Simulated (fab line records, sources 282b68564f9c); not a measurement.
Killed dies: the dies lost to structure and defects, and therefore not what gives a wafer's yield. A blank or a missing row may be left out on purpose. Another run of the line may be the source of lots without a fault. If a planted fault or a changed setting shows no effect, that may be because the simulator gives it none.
Which tool did it? || flow ritCmos || 10 lots, 30 wafers sampled, at 5 steps of a route of 202

## WHAT THE GAUGES SHOWED, per wafer
RIT_ACTIVE_BOW_MEAS_00. Usual: INCOMING_BOW typically reads 0 um, with standard deviation 6.4.
{"lot": "L368", "measured": "day 1 10:00", "on": "filmMetro-02", "INCOMING_BOW (um)": "-8 4 -4", "flag": ""}
{"lot": "L369", "measured": "day 1 15:00", "on": "filmMetro-02", "INCOMING_BOW (um)": "6 -6 -9", "flag": ""}
{"lot": "L370", "measured": "day 1 20:01", "on": "filmMetro-02", "INCOMING_BOW (um)": "-2 0 4", "flag": ""}
{"lot": "L377", "measured": "day 3 07:02", "on": "filmMetro-02", "INCOMING_BOW (um)": "9 1 -7", "flag": ""}
{"lot": "L379", "measured": "day 3 17:00", "on": "filmMetro-02", "INCOMING_BOW (um)": "4 5 -2", "flag": ""}
{"lot": "L381", "measured": "day 4 03:02", "on": "filmMetro-02", "INCOMING_BOW (um)": "-3 0 2", "flag": ""}
{"lot": "L382", "measured": "day 4 08:02", "on": "filmMetro-02", "INCOMING_BOW (um)": "-6 -12 -3", "flag": ""}
{"lot": "L383", "measured": "day 4 13:00", "on": "filmMetro-04", "INCOMING_BOW (um)": "-3 13 -13", "flag": ""}
{"lot": "L386", "measured": "day 5 04:01", "on": "filmMetro-02", "INCOMING_BOW (um)": "-2 -11 9", "flag": ""}
{"lot": "L389", "measured": "day 5 19:01", "on": "filmMetro-03", "INCOMING_BOW (um)": "3 -5 -8", "flag": ""}

RIT_FOX2_THK_MEAS_91. Usual: FIELD_OXIDE_LEFT_2_THK typically reads 255 nm, with standard deviation 8.2.
{"lot": "L368", "measured": "day 2 10:16", "on": "filmMetro-04", "FIELD_OXIDE_LEFT_2_THK (nm)": "262 255 261", "flag": ""}
{"lot": "L369", "measured": "day 2 15:20", "on": "filmMetro-03", "FIELD_OXIDE_LEFT_2_THK (nm)": "260 257 256", "flag": ""}
{"lot": "L370", "measured": "day 2 17:51", "on": "filmMetro-01", "FIELD_OXIDE_LEFT_2_THK (nm)": "258 266 262", "flag": ""}
{"lot": "L377", "measured": "day 4 07:58", "on": "filmMetro-03", "FIELD_OXIDE_LEFT_2_THK (nm)": "242 246 240", "flag": ""}
{"lot": "L379", "measured": "day 4 18:21", "on": "filmMetro-03", "FIELD_OXIDE_LEFT_2_THK (nm)": "254 247 250", "flag": ""}
{"lot": "L381", "measured": "day 5 03:09", "on": "filmMetro-01", "FIELD_OXIDE_LEFT_2_THK (nm)": "256 261 257", "flag": ""}
{"lot": "L382", "measured": "day 5 08:28", "on": "filmMetro-03", "FIELD_OXIDE_LEFT_2_THK (nm)": "246 242 244", "flag": ""}
{"lot": "L383", "measured": "day 5 12:16", "on": "filmMetro-04", "FIELD_OXIDE_LEFT_2_THK (nm)": "265 263 256", "flag": ""}
{"lot": "L386", "measured": "day 6 03:49", "on": "filmMetro-04", "FIELD_OXIDE_LEFT_2_THK (nm)": "263 262 257", "flag": ""}
{"lot": "L389", "measured": "day 6 17:29", "on": "filmMetro-03", "FIELD_OXIDE_LEFT_2_THK (nm)": "257 257 255", "flag": ""}

RIT_GATE_THK_MEAS_07. Usual: GATE_OXIDE_THK typically reads 2.83 nm, with standard deviation 0.064.
{"lot": "L368", "measured": "day 2 12:55", "on": "filmMetro-01", "GATE_OXIDE_THK (nm)": "2.84 2.78 2.81", "flag": ""}
{"lot": "L369", "measured": "day 2 16:43", "on": "filmMetro-01", "GATE_OXIDE_THK (nm)": "2.88 2.93 2.83", "flag": ""}
{"lot": "L370", "measured": "day 2 20:28", "on": "filmMetro-04", "GATE_OXIDE_THK (nm)": "2.84 2.85 2.97", "flag": ""}
{"lot": "L377", "measured": "day 4 11:08", "on": "filmMetro-04", "GATE_OXIDE_THK (nm)": "2.82 2.81 2.90", "flag": ""}
{"lot": "L379", "measured": "day 4 19:44", "on": "filmMetro-01", "GATE_OXIDE_THK (nm)": "2.77 2.79 2.86", "flag": ""}
{"lot": "L381", "measured": "day 5 06:37", "on": "filmMetro-01", "GATE_OXIDE_THK (nm)": "2.79 2.73 2.77", "flag": ""}
{"lot": "L382", "measured": "day 5 09:51", "on": "filmMetro-03", "GATE_OXIDE_THK (nm)": "2.81 2.89 2.82", "flag": ""}
{"lot": "L383", "measured": "day 5 13:41", "on": "filmMetro-04", "GATE_OXIDE_THK (nm)": "2.92 2.90 2.95", "flag": ""}
{"lot": "L386", "measured": "day 6 05:16", "on": "filmMetro-01", "GATE_OXIDE_THK (nm)": "2.76 2.84 2.83", "flag": ""}
{"lot": "L389", "measured": "day 6 20:32", "on": "filmMetro-03", "GATE_OXIDE_THK (nm)": "2.81 2.68 2.79", "flag": ""}

RIT_GATE_THK_MEAS_09. Usual: GATE_POLY_THK typically reads 248.6 nm, with standard deviation 2.4.
{"lot": "L368", "measured": "day 2 15:23", "on": "filmMetro-04", "GATE_POLY_THK (nm)": "244.4 245.4 243.1", "flag": ""}
{"lot": "L369", "measured": "day 2 18:24", "on": "filmMetro-01", "GATE_POLY_THK (nm)": "250.1 247.7 246.1", "flag": ""}
{"lot": "L370", "measured": "day 2 22:08", "on": "filmMetro-03", "GATE_POLY_THK (nm)": "247.3 247.1 247.6", "flag": ""}
{"lot": "L377", "measured": "day 4 12:49", "on": "filmMetro-03", "GATE_POLY_THK (nm)": "395.5 395.6 397.4", "flag": "OFF"}
{"lot": "L379", "measured": "day 4 22:13", "on": "filmMetro-01", "GATE_POLY_THK (nm)": "401.2 402.1 402.4", "flag": "OFF"}
{"lot": "L381", "measured": "day 5 08:17", "on": "filmMetro-01", "GATE_POLY_THK (nm)": "244.7 245.7 248.1", "flag": ""}
{"lot": "L382", "measured": "day 5 12:20", "on": "filmMetro-03", "GATE_POLY_THK (nm)": "252.9 252.7 250.3", "flag": ""}
{"lot": "L383", "measured": "day 5 15:22", "on": "filmMetro-04", "GATE_POLY_THK (nm)": "250.0 248.9 248.7", "flag": ""}
{"lot": "L386", "measured": "day 6 06:56", "on": "filmMetro-01", "GATE_POLY_THK (nm)": "248.5 250.2 249.1", "flag": ""}
{"lot": "L389", "measured": "day 6 22:13", "on": "filmMetro-03", "GATE_POLY_THK (nm)": "251.3 249.9 249.8", "flag": ""}

## EACH LOT AND THE TOOL THAT RAN IT (in order: tool; ch and the chambers of the sampled wafers; start)
{"lot": "L368", "RIT_GATE_CVD_08": "lpcvd-02 ch 0, day 2 12:58"}
{"lot": "L369", "RIT_GATE_CVD_08": "lpcvd-02 ch 0, day 2 16:47"}
{"lot": "L370", "RIT_GATE_CVD_08": "lpcvd-01 ch 0, day 2 20:31"}
{"lot": "L377", "RIT_GATE_CVD_08": "lpcvd-01 ch 0, day 4 11:11"}
{"lot": "L379", "RIT_GATE_CVD_08": "lpcvd-01 ch 0, day 4 19:48"}
{"lot": "L381", "RIT_GATE_CVD_08": "lpcvd-01 ch 1, day 5 06:39"}
{"lot": "L382", "RIT_GATE_CVD_08": "lpcvd-02 ch 0, day 5 09:53"}
{"lot": "L383", "RIT_GATE_CVD_08": "lpcvd-01 ch 1, day 5 13:45"}
{"lot": "L386", "RIT_GATE_CVD_08": "lpcvd-02 ch 0, day 6 05:19"}
{"lot": "L389", "RIT_GATE_CVD_08": "lpcvd-02 ch 0, day 6 20:35"}
- RIT_GATE_CVD_08: deposits poly-Si from SiH4, target thk 250 nm, time 2220 s.

## WHAT THE TOOLS THEMSELVES READ (means of the sampled wafers that have a number; where no wafer has one, the mark that the record gives instead)
RIT_GATE_CVD_08. Usual: spikeTcSourceC 628.6 C, standard deviation 1.4; susceptorTempC 609.99 C, standard deviation 0.29; zonePowerSourcePct 11.5 %, standard deviation 1.6.
{"lot": "L368", "tool": "lpcvd-02", "spikeTcSourceC (C)": 630.1, "susceptorTempC (C)": 609.95, "zonePowerSourcePct (%)": 9.3, "flag": ""}
{"lot": "L369", "tool": "lpcvd-02", "spikeTcSourceC (C)": 630.5, "susceptorTempC (C)": 609.94, "zonePowerSourcePct (%)": 9.3, "flag": ""}
{"lot": "L370", "tool": "lpcvd-01", "spikeTcSourceC (C)": 627.8, "susceptorTempC (C)": 610.21, "zonePowerSourcePct (%)": 13.2, "flag": ""}
{"lot": "L377", "tool": "lpcvd-01", "spikeTcSourceC (C)": 627.2, "susceptorTempC (C)": 609.92, "zonePowerSourcePct (%)": 13.3, "flag": ""}
{"lot": "L379", "tool": "lpcvd-01", "spikeTcSourceC (C)": 626.5, "susceptorTempC (C)": 610.05, "zonePowerSourcePct (%)": 13.1, "flag": ""}
{"lot": "L381", "tool": "lpcvd-01", "spikeTcSourceC (C)": 629.2, "susceptorTempC (C)": 610.17, "zonePowerSourcePct (%)": 11.5, "flag": ""}
{"lot": "L382", "tool": "lpcvd-02", "spikeTcSourceC (C)": 629.6, "susceptorTempC (C)": 609.85, "zonePowerSourcePct (%)": 9.3, "flag": ""}
{"lot": "L383", "tool": "lpcvd-01", "spikeTcSourceC (C)": 629.1, "susceptorTempC (C)": 609.82, "zonePowerSourcePct (%)": 11.5, "flag": ""}
{"lot": "L386", "tool": "lpcvd-02", "spikeTcSourceC (C)": 628.8, "susceptorTempC (C)": 610.05, "zonePowerSourcePct (%)": 9.4, "flag": ""}
{"lot": "L389", "tool": "lpcvd-02", "spikeTcSourceC (C)": 628.9, "susceptorTempC (C)": 610.07, "zonePowerSourcePct (%)": 9.3, "flag": ""}

## THE ANSWER, worked out from the rows above alone
Rule: lot off if the mean of its wafers having a number is beyond 3 standard deviations from the usual mean. A lot without any number at a reading at which 4 lots or more have one is off too. The other lots that the step has rows for count as sound. The gauges are gone through in route order, then the tools' own readings, and for those a lot's mean is taken as printed above. The first step at which some lot is off is used, and at that step the reading that is off furthest; a lot without a number counts as furthest.
Off: L377, L379, at RIT_GATE_THK_MEAS_09 (GATE_POLY_THK).
A tool fits if, at a process step before that reading, it ran every lot that is off, and no sound lot after the first of them. Gauges at RIT_GATE_THK_MEAS_09: tried the same way as those tools. Not one of the candidates tried fits.

## WHAT HAD BEEN PUT IN BY THE SIMULATOR
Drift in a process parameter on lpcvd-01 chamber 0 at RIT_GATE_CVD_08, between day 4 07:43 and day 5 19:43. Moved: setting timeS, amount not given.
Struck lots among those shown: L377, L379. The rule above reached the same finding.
